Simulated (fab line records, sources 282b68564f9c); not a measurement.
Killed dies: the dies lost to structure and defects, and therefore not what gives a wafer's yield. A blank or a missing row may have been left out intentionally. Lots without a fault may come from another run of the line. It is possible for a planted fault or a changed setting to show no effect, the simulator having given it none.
fab line records	flow rit_cmos
record lots=6	wafers=18	last_day=7
route steps=202 shown FOX2@25 NWELL@28 PWELL@39 WELLDRIVE@50 NRETRO@53 PRETRO@64 M1@202
lots untouched by any fault: they come from a run of this same line in which no faults occurred
start_h: start of the lot's first displayed wafer, in hours after the record's first day	wait_h: time in hours since the lot's previous step	" the same as in the row above	L1.1+2: several wafers, shown together as one row	- no value, or no start given	* or withheld: withheld	< > ~ a bound
route shown NAME@n: NAME is a module with steps in the file, n the number in the route of the first one	usual: average and standard deviation across the fault-free wafers	same: alike in all rows	chamber/n: place in a boat	sites: readings site by site	_std_site: the standard deviation of these	_edge_site: mean of outer sites minus mean of inner sites	radius_mm: for every site, how far away it sits from the centre of the wafer	mask NAME#n: copy n	behind: the last tool/chamber to shape the wafer	hold: cause of the lot's hold/its duration in hours/its outcome	device: the n, p or np transistor that did not switch	end of line: the same wafers' tests at the end of the route	a step with no rows: only its recipe	killed: count of dies lost to structure and defects at first sort (not the wafer's yield)	map: a wafer's dies, marking killed ones x, the rest . and places with no die _
set.NAME: the run value of the setting; set.NAME@STEP: its run value at that earlier step	model.NAME: the simulator's own value behind a step, which no gauge read
a table for each step, a row for each wafer; lots at some steps of the route
services: when a tool's chamber went out of use (start_h, in hours from the record's first day, below 0 if earlier), for how many hours, and the reason
## steps
# step RIT_FOX2_CLEAN_02
# recipe chemistry=dHF	dilution=50:1	time_s=180
# step RIT_FOX2_WET_ETCH_03
# recipe chemistry=H3PO4	target=Si3N4	target_depth_nm=195	temp_c=165	time_s=2659
# step RIT_FOX2_THK_MEAS_90
# recipe reads=SiO2_of_FOX2_OXIDATION_00
# usual FIELD_OXIDE_LEFT_1_THK=321/6.6
lot.wafer	tool	chamber	start_h	wait_h	FIELD_OXIDE_LEFT_1_THK[nm]
L751.1	film_metro-01	-	34.55	0.0	322
L751.4	"	-	"	"	326
L751.6	"	-	"	"	323
L753.1	film_metro-01	-	43.34	0.0	322
L753.2	"	-	"	"	319
L753.5	"	-	"	"	319
L762.1	film_metro-02	-	84.98	0.0	318
L762.3	"	-	"	"	331
L762.6	"	-	"	"	322
L764.2	film_metro-03	-	99.44	0.0	330
L764.3	"	-	"	"	334
L764.6	"	-	"	"	327
L766.3	film_metro-02	-	104.83	0.0	330
L766.5	"	-	"	"	328
L766.6	"	-	"	"	333
L771.3	film_metro-02	-	132.93	0.0	317
L771.4	"	-	"	"	313
L771.6	"	-	"	"	305
# step RIT_NWELL_HMDS_00
# recipe prime_time_s=60	prime_temp_c=140
# step RIT_NWELL_COAT_01
# recipe resist=NOVOLAK	spin_rpm=2000	resist_thk_nm=1300
# step RIT_NWELL_SOFTBAKE_02
# recipe resist=NOVOLAK	temp_c=90	time_s=60
# step RIT_NWELL_EXPOSE_03
# recipe mask_id=M2	na=0.57	target_cd_nm=43900	dose_mj=250
# step RIT_NWELL_PEB_04
# recipe resist=NOVOLAK	temp_c=withheld	time_s=withheld
# step RIT_NWELL_DEVELOP_05
# recipe resist=NOVOLAK	develop_time_s=68	dev_temp_c=23
# step RIT_NWELL_OVL_MEAS_06
# usual NWELL_OVL=0.7/1.4
lot.wafer	tool	chamber	start_h	wait_h	NWELL_OVL[nm]
L751.1	overlay-02	-	35.49	-	-0.9
L751.4	"	-	"	"	-1.5
L751.6	"	-	"	"	-0.2
L753.1	overlay-01	-	44.47	-	1.2
L753.2	"	-	"	"	1.4
L753.5	"	-	"	"	1.5
L762.1	overlay-02	-	86.04	-	-0.1
L762.3	"	-	"	"	0.1
L762.6	"	-	"	"	0.6
L764.2	overlay-02	-	100.37	-	-0.5
L764.3	"	-	"	"	-1.8
L764.6	"	-	"	"	-1.0
L766.3	overlay-02	-	106.00	-	1.3
L766.5	"	-	"	"	0.1
L766.6	"	-	"	"	0.8
L771.3	overlay-02	-	133.99	-	0.4
L771.4	"	-	"	"	0.5
L771.6	"	-	"	"	1.3
# step RIT_NWELL_HARDBAKE_07
# recipe resist=NOVOLAK	temp_c=140	time_s=120
# step RIT_NWELL_IMPLANT_08
# recipe species=P	energy_kev=170	dose_cm2=5e+13	tilt_deg=7
# step RIT_NWELL_STRIP_09
# recipe chemistry=O2	time_s=180	resist=NOVOLAK	platen_temp_c=withheld	power_w=500	pressure_mtorr=4000	o2_flow_sccm=4000
# usual drypump_motor_current_A=5.9/0.48
lot.wafer	tool	chamber	start_h	wait_h	drypump_motor_current_A	rf_hours_counter_h
L751.1	plasma_asher-01	0	35.93	0.1	6.2	23
L751.4	"	1	"	"	5.2	-
L751.6	"	0	"	"	6.2	-
L753.1	plasma_asher-02	1	44.91	0.1	6.5	41
L753.2	"	0	"	"	6.4	41
L753.5	"	0	"	"	6.4	-
L762.1	plasma_asher-01	0	86.48	0.1	6.2	30
L762.3	"	0	"	"	6.2	-
L762.6	"	0	"	"	6.2	-
L764.2	plasma_asher-01	0	100.89	0.1	6.2	32
L764.3	"	1	"	"	5.2	-
L764.6	"	1	"	"	5.2	-
L766.3	plasma_asher-02	1	106.57	0.1	6.5	-
L766.5	"	0	"	"	6.3	-
L766.6	"	1	"	"	6.5	-
L771.3	plasma_asher-04	0	134.47	0.1	5.9	-
L771.4	"	1	"	"	5.6	-
L771.6	"	1	"	"	5.6	-
# step RIT_NWELL_TW_MEAS_10
# usual NWELL_TW=2143/19
lot.wafer	tool	chamber	start_h	wait_h	NWELL_TW
L751.1	film_metro-04	-	36.10	0.1	2116
L751.4	"	-	"	"	2115
L751.6	"	-	"	"	2134
L753.1	film_metro-01	-	45.08	0.1	2144
L753.2	"	-	"	"	2146
L753.5	"	-	"	"	2145
L762.1	film_metro-01	-	86.66	0.1	2143
L762.3	"	-	"	"	2152
L762.6	"	-	"	"	2150
L764.2	film_metro-04	-	101.07	0.1	2109
L764.3	"	-	"	"	2117
L764.6	"	-	"	"	2120
L766.3	film_metro-03	-	106.70	0.1	2172
L766.5	"	-	"	"	2167
L766.6	"	-	"	"	2159
L771.3	film_metro-04	-	134.60	0.1	2131
L771.4	"	-	"	"	2118
L771.6	"	-	"	"	2136
# step RIT_PWELL_HMDS_00
# recipe prime_time_s=60	prime_temp_c=140
# step RIT_PWELL_COAT_01
# recipe resist=NOVOLAK	spin_rpm=2000	resist_thk_nm=1300
# step RIT_PWELL_SOFTBAKE_02
# recipe resist=NOVOLAK	temp_c=90	time_s=60
# step RIT_PWELL_EXPOSE_03
# recipe mask_id=M3	na=0.57	target_cd_nm=43700	dose_mj=250
# step RIT_PWELL_PEB_04
# recipe resist=NOVOLAK	temp_c=withheld	time_s=withheld
# step RIT_PWELL_DEVELOP_05
# recipe resist=NOVOLAK	develop_time_s=68	dev_temp_c=23
# step RIT_PWELL_OVL_MEAS_06
# usual PWELL_OVL=1.4/1.2
lot.wafer	tool	chamber	start_h	wait_h	PWELL_OVL[nm]
L751.1	overlay-02	-	37.31	-	-0.6
L751.4	"	-	"	"	0.1
L751.6	"	-	"	"	0.2
L753.1	overlay-01	-	46.15	-	1.8
L753.2	"	-	"	"	2.8
L753.5	"	-	"	"	1.1
L762.1	overlay-01	-	87.72	-	-1.4
L762.3	"	-	"	"	-1.4
L762.6	"	-	"	"	0.7
L764.2	overlay-02	-	102.13	-	0.1
L764.3	"	-	"	"	1.8
L764.6	"	-	"	"	1.0
L766.3	overlay-01	-	107.90	-	0.9
L766.5	"	-	"	"	2.3
L766.6	"	-	"	"	2.0
L771.3	overlay-01	-	135.71	-	1.7
L771.4	"	-	"	"	1.9
L771.6	"	-	"	"	1.8
# step RIT_PWELL_HARDBAKE_07
# recipe resist=NOVOLAK	temp_c=140	time_s=120
# step RIT_PWELL_IMPLANT_08
# recipe species=B	energy_kev=170	dose_cm2=7e+13	tilt_deg=7
# step RIT_PWELL_STRIP_09
# recipe chemistry=O2	time_s=180	resist=NOVOLAK	platen_temp_c=withheld	power_w=500	pressure_mtorr=4000	o2_flow_sccm=4162
# usual drypump_motor_current_A=5.9/0.45
lot.wafer	tool	chamber	start_h	wait_h	drypump_motor_current_A	rf_hours_counter_h
L751.1	plasma_asher-01	0	37.74	0.1	6.2	24
L751.4	"	1	"	"	5.2	-
L751.6	"	1	"	"	5.2	-
L753.1	plasma_asher-03	0	46.58	0.1	6.1	40
L753.2	"	1	"	"	6.3	40
L753.5	"	1	"	"	6.4	-
L762.1	plasma_asher-03	1	88.16	0.1	6.3	45
L762.3	"	1	"	"	6.3	-
L762.6	"	1	"	"	6.3	-
L764.2	plasma_asher-01	0	102.56	0.1	6.2	32
L764.3	"	0	"	"	6.2	-
L764.6	"	1	"	"	5.1	-
L766.3	plasma_asher-03	1	108.39	0.1	6.3	-
L766.5	"	1	"	"	6.3	-
L766.6	"	0	"	"	6.1	-
L771.3	plasma_asher-04	1	136.19	0.1	5.6	-
L771.4	"	0	"	"	5.8	-
L771.6	"	1	"	"	5.6	-
# step RIT_PWELL_TW_MEAS_10
# usual PWELL_TW=951/8.7
lot.wafer	tool	chamber	start_h	wait_h	PWELL_TW
L751.1	film_metro-04	-	37.92	0.1	941
L751.4	"	-	"	"	944
L751.6	"	-	"	"	942
L753.1	film_metro-03	-	46.76	0.1	958
L753.2	"	-	"	"	961
L753.5	"	-	"	"	960
L762.1	film_metro-03	-	88.33	0.1	954
L762.3	"	-	"	"	955
L762.6	"	-	"	"	952
L764.2	film_metro-03	-	102.75	0.1	957
L764.3	"	-	"	"	958
L764.6	"	-	"	"	959
L766.3	film_metro-04	-	108.52	0.1	938
L766.5	"	-	"	"	940
L766.6	"	-	"	"	936
L771.3	film_metro-03	-	136.33	0.1	962
L771.4	"	-	"	"	962
L771.6	"	-	"	"	964
# step RIT_WELLDRIVE_ANNEAL_00
# recipe temp_c=1100	time_s=14700	ambient=N2
# step RIT_WELLDRIVE_RS_MEAS_01
# recipe thk_meas_gauge=four-point-probe
# usual NWELL_RS=275.9/0.9
lot.wafer	tool	chamber	start_h	wait_h	NWELL_RS[ohm/sq]
L751.1	film_metro-01	-	43.83	0.0	274.7
L751.4	"	-	"	"	274.3
L751.6	"	-	"	"	275.0
L753.1	film_metro-01	-	53.61	0.0	276.2
L753.2	"	-	"	"	276.7
L753.5	"	-	"	"	276.7
L762.1	film_metro-01	-	96.00	0.0	275.4
L762.3	"	-	"	"	275.3
L762.6	"	-	"	"	275.8
L764.2	film_metro-03	-	110.08	0.0	278.0
L764.3	"	-	"	"	277.7
L764.6	"	-	"	"	277.0
L766.3	film_metro-03	-	115.28	0.0	276.9
L766.5	"	-	"	"	277.5
L766.6	"	-	"	"	277.4
L771.3	film_metro-03	-	141.49	0.0	275.6
L771.4	"	-	"	"	276.6
L771.6	"	-	"	"	277.1
# step RIT_WELLDRIVE_RS_MEAS_02
# recipe thk_meas_gauge=four-point-probe
# usual PWELL_RS=430.2/1.3
lot.wafer	tool	chamber	start_h	wait_h	PWELL_RS[ohm/sq]
L751.1	film_metro-01	-	43.95	0.1	427.6
L751.4	"	-	"	"	428.1
L751.6	"	-	"	"	429.3
L753.1	film_metro-01	-	53.73	0.1	428.1
L753.2	"	-	"	"	429.7
L753.5	"	-	"	"	429.1
L762.1	film_metro-01	-	96.12	0.1	429.5
L762.3	"	-	"	"	430.3
L762.6	"	-	"	"	429.9
L764.2	film_metro-03	-	110.20	0.1	432.7
L764.3	"	-	"	"	431.7
L764.6	"	-	"	"	431.4
L766.3	film_metro-03	-	115.40	0.1	431.8
L766.5	"	-	"	"	432.5
L766.6	"	-	"	"	432.0
L771.3	film_metro-03	-	141.61	0.1	430.6
L771.4	"	-	"	"	430.4
L771.6	"	-	"	"	430.3
# step RIT_NRETRO_HMDS_00
# recipe prime_time_s=60	prime_temp_c=140
# step RIT_NRETRO_COAT_01
# recipe resist=NOVOLAK	spin_rpm=2000	resist_thk_nm=1300
# step RIT_NRETRO_SOFTBAKE_02
# recipe resist=NOVOLAK	temp_c=90	time_s=60
# step RIT_NRETRO_EXPOSE_03
# recipe mask_id=M4	na=0.57	target_cd_nm=43900	dose_mj=250
# step RIT_NRETRO_PEB_04
# recipe resist=NOVOLAK	temp_c=withheld	time_s=withheld
# step RIT_NRETRO_DEVELOP_05
# recipe resist=NOVOLAK	develop_time_s=68	dev_temp_c=23
# step RIT_NRETRO_OVL_MEAS_06
# usual NRETRO_OVL=-0.3/1.1
lot.wafer	tool	chamber	start_h	wait_h	NRETRO_OVL[nm]
L751.1	overlay-02	-	44.99	-	-0.4
L751.4	"	-	"	"	0.5
L751.6	"	-	"	"	0.6
L753.1	overlay-01	-	54.73	-	0.5
L753.2	"	-	"	"	0.3
L753.5	"	-	"	"	-0.8
L762.1	overlay-01	-	97.12	-	0.3
L762.3	"	-	"	"	1.3
L762.6	"	-	"	"	2.2
L764.2	overlay-01	-	111.57	-	-0.4
L764.3	"	-	"	"	-1.1
L764.6	"	-	"	"	0.7
L766.3	overlay-02	-	116.72	-	0.3
L766.5	"	-	"	"	0.0
L766.6	"	-	"	"	-0.6
L771.3	overlay-01	-	142.59	-	0.0
L771.4	"	-	"	"	0.5
L771.6	"	-	"	"	-0.2
# step RIT_NRETRO_HARDBAKE_07
# recipe resist=NOVOLAK	temp_c=140	time_s=120
# step RIT_NRETRO_IMPLANT_08
# recipe species=P	energy_kev=68.6	dose_cm2=1e+13	tilt_deg=7
# step RIT_NRETRO_STRIP_09
# recipe chemistry=O2	time_s=180	resist=NOVOLAK	platen_temp_c=withheld	power_w=500	pressure_mtorr=4000	o2_flow_sccm=4000
# usual drypump_motor_current_A=6.20/0.27
lot.wafer	tool	chamber	start_h	wait_h	drypump_motor_current_A	rf_hours_counter_h
L751.1	plasma_asher-04	0	45.43	0.1	5.86	37
L751.4	"	0	"	"	5.86	-
L751.6	"	1	"	"	5.55	-
L753.1	plasma_asher-03	1	55.16	0.1	6.32	41
L753.2	"	0	"	"	6.06	41
L753.5	"	0	"	"	6.07	-
L762.1	plasma_asher-02	0	97.56	0.1	6.38	48
L762.3	"	1	"	"	6.48	-
L762.6	"	0	"	"	6.36	-
L764.2	plasma_asher-03	0	112.00	0.1	6.07	48
L764.3	"	1	"	"	6.32	-
L764.6	"	1	"	"	6.31	-
L766.3	plasma_asher-03	1	117.23	0.1	6.32	-
L766.5	"	1	"	"	6.35	-
L766.6	"	0	"	"	6.07	-
L771.3	plasma_asher-04	0	143.07	0.1	5.86	-
L771.4	"	1	"	"	5.56	-
L771.6	"	0	"	"	5.87	-
# step RIT_NRETRO_TW_MEAS_10
# usual NRETRO_TW=1047/13
lot.wafer	tool	chamber	start_h	wait_h	NRETRO_TW
L751.1	film_metro-02	-	45.60	0.1	1068
L751.4	"	-	"	"	1063
L751.6	"	-	"	"	1057
L753.1	film_metro-04	-	55.34	0.1	1035
L753.2	"	-	"	"	1036
L753.5	"	-	"	"	1037
L762.1	film_metro-04	-	97.73	0.1	1029
L762.3	"	-	"	"	1032
L762.6	"	-	"	"	1028
L764.2	film_metro-03	-	112.18	0.1	1053
L764.3	"	-	"	"	1051
L764.6	"	-	"	"	1049
L766.3	film_metro-03	-	117.36	0.1	1060
L766.5	"	-	"	"	1052
L766.6	"	-	"	"	1052
L771.3	film_metro-04	-	143.21	0.1	1038
L771.4	"	-	"	"	1038
L771.6	"	-	"	"	1041
# step RIT_PRETRO_HMDS_00
# recipe prime_time_s=60	prime_temp_c=140
# step RIT_PRETRO_COAT_01
# recipe resist=NOVOLAK	spin_rpm=2000	resist_thk_nm=1300
# step RIT_PRETRO_SOFTBAKE_02
# recipe resist=NOVOLAK	temp_c=90	time_s=60
# step RIT_M1_PROBE_99
# usual killed_at_M0_to_M3=0.0/0.16	killed_at_front_end=7/3.2	killed_dies=7/3.2	killed_open=3.4/2	killed_short=3.5/2.2
# same gross_dies=264	killed_at_M4_up=0	killed_at_back_side=0	killed_at_contacts=0	killed_at_other=0
lot.wafer	tool	chamber	start_h	wait_h	killed_at_M0_to_M3	killed_at_front_end	killed_dies	killed_open	killed_short
L751.1	prober-02	-	80.42	0.1	0	13	13	8	5
L751.4	prober-02	-	80.57	0.2	0	7	7	5	2
L751.6	prober-02	-	80.67	0.2	0	4	4	3	1
L753.1	prober-02	-	86.48	0.1	0	5	5	3	2
L753.2	prober-02	-	86.53	0.1	0	3	3	1	2
L753.5	prober-02	-	86.68	0.2	0	8	8	3	5
L762.1	prober-01	-	126.84	0.1	0	43	43	0	4
L762.3	prober-01	-	126.94	0.2	0	41	41	2	5
L762.6	prober-01	-	127.09	0.2	0	37	37	2	2
L764.2	prober-01	-	142.16	0.1	0	41	41	4	3
L764.3	prober-01	-	142.21	0.2	0	2	2	1	1
L764.6	prober-01	-	142.36	0.2	0	3	3	2	1
L766.3	prober-01	-	147.60	0.2	0	12	12	4	8
L766.5	prober-01	-	147.70	0.2	0	13	13	9	4
L766.6	prober-01	-	147.75	0.2	0	13	13	10	3
L771.3	prober-02	-	172.33	0.2	0	9	9	5	4
L771.4	prober-02	-	172.38	0.2	0	4	4	2	2
L771.6	prober-02	-	172.48	0.2	1	4	5	2	3
# killed by level:class
L751.1 GATE:geometric_particle:open=4 SPACER:geometric_particle:open=3 GATE:geometric_particle:short=2 SPACER:geometric_particle:short=2 ACTIVE:geometric_particle:short=1 SILICIDE:geometric_particle:open=1
L751.4 GATE:geometric_particle:open=3 GATE:geometric_particle:short=2 REOX:geometric_particle:open=1 SPACER:geometric_particle:open=1
L751.6 FOX1:geometric_particle:open=2 GATE:geometric_particle:short=1 SPACER:geometric_particle:open=1
L753.1 SILICIDE:geometric_particle:short=2 FOX2:geometric_particle:open=1 GATE:geometric_particle:open=1 SPACER:geometric_particle:open=1
L753.2 GATE:geometric_particle:open=1 GATE:geometric_particle:short=1 REOX:geometric_particle:short=1
L753.5 SPACER:geometric_particle:short=3 GATE:geometric_particle:short=2 SPACER:geometric_particle:open=2 FOX1:geometric_particle:open=1
L762.1 NWELL:unspecified=39 GATE:geometric_particle:short=2 SPACER:geometric_particle:short=2
L762.3 NWELL:unspecified=34 GATE:geometric_particle:open=2 GATE:geometric_particle:short=2 SPACER:geometric_particle:short=2 SILICIDE:geometric_particle:short=1
L762.6 NWELL:unspecified=33 FOX1:geometric_particle:open=1 GATE:geometric_particle:open=1 GATE:geometric_particle:short=1 SILICIDE:geometric_particle:short=1
L764.2 NWELL:unspecified=34 GATE:geometric_particle:short=2 SPACER:geometric_particle:open=2 REOX:geometric_particle:short=1 REOX:geometric_particle:open=1 SILICIDE:geometric_particle:open=1
L764.3 GATE:geometric_particle:short=1 SILICIDE:geometric_particle:open=1
L764.6 REOX:geometric_particle:open=1 SPACER:geometric_particle:open=1 SILICIDE:geometric_particle:short=1
L766.3 GATE:geometric_particle:short=3 FOX1:geometric_particle:short=2 GATE:geometric_particle:open=2 FOX2:geometric_particle:short=1 FOX2:geometric_particle:open=1 REOX:geometric_particle:short=1 SPACER:geometric_particle:open=1 SILICIDE:geometric_particle:short=1
L766.5 FOX2:geometric_particle:open=3 SILICIDE:geometric_particle:open=3 SILICIDE:geometric_particle:short=2 FOX1:geometric_particle:open=1 FOX2:geometric_particle:short=1 GATE:geometric_particle:short=1 GATE:geometric_particle:open=1 REOX:geometric_particle:open=1
L766.6 SILICIDE:geometric_particle:open=4 FOX1:geometric_particle:open=2 GATE:geometric_particle:open=2 REOX:geometric_particle:short=2 GATE:geometric_particle:short=1 REOX:geometric_particle:open=1 SPACER:geometric_particle:open=1
L771.3 GATE:geometric_particle:open=3 GATE:geometric_particle:short=3 FOX1:geometric_particle:short=1 FOX1:geometric_particle:open=1 SPACER:geometric_particle:open=1
L771.4 FOX1:geometric_particle:short=1 FOX1:geometric_particle:open=1 GATE:geometric_particle:short=1 GATE:geometric_particle:open=1
L771.6 FOX2:geometric_particle:short=1 GATE:geometric_particle:open=1 GATE:geometric_particle:short=1 REOX:geometric_particle:open=1 M1:geometric_particle:short=1
# map L762.1 (x killed, . not)
________......._______
_____.............____
____............x..___
___.................__
__..x.....x..x......._
__........xxxxx......_
_.........xxxxx.x.....
_........xxxxxxxx.....
_........xxxxxxxx.....
_..........xxxxxxx....
__.........x.xx.x...._
__........x.........._
___.................__
____...............___
_____.............____
________......._______
# map L764.2 (x killed, . not)
________......._______
_____.............____
____.......x.......___
___.........x.......__
__...........x......._
__........xx.xx......_
_........xxxxxxxx.....
_.........xxxxxx......
_........xxxxxxx......
_x.........xxxxx....x.
__..........xxxx....._
__.......x..........._
___............x....__
____...............___
_____.............____
________......._______
## services
tool	chamber	start_h	hours	kind
plasma_asher-04	-	46.63	28.1	pm
plasma_asher-04	-	86.48	2.8	pm
plasma_asher-02	-	108.75	9.0	pm
plasma_asher-02	0	108.75	9.0	vent_cycle
plasma_asher-02	1	108.75	9.0	vent_cycle
plasma_asher-01	-	114.96	0.6	repair
plasma_asher-02	0	117.75	-	clean
plasma_asher-02	1	117.75	-	clean
plasma_asher-03	-	121.60	2.2	repair
## key
first_sign step=RIT_M1_PROBE_99	reading=killed_at_front_end	direction=up	sigmas=10	usual=7	struck=40
effect step=RIT_M1_PROBE_99	reading=killed_dies	direction=up	sigmas=10	usual=7	struck=40
met_at RIT_NWELL_STRIP_09
struck_wafers L762.1,L762.3,L762.6,L764.2
tester_left_out L762,L764
onset_between 35.93 86.48
fault kind=chamber_particle_source	tool=plasma_asher-01	chamber=0	onset_h=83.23	steps=RIT_NWELL_STRIP_09	rate_per_visit_cm2=1.2594	end_h=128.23
# tester_left_out: of these lots the tester's yield and bins aren't shown, on N5 and GAA mostly nor the transistor test; their killed dies are dies lost to structure and defects alone, not to doping, threshold or leakage, so they don't give the yield
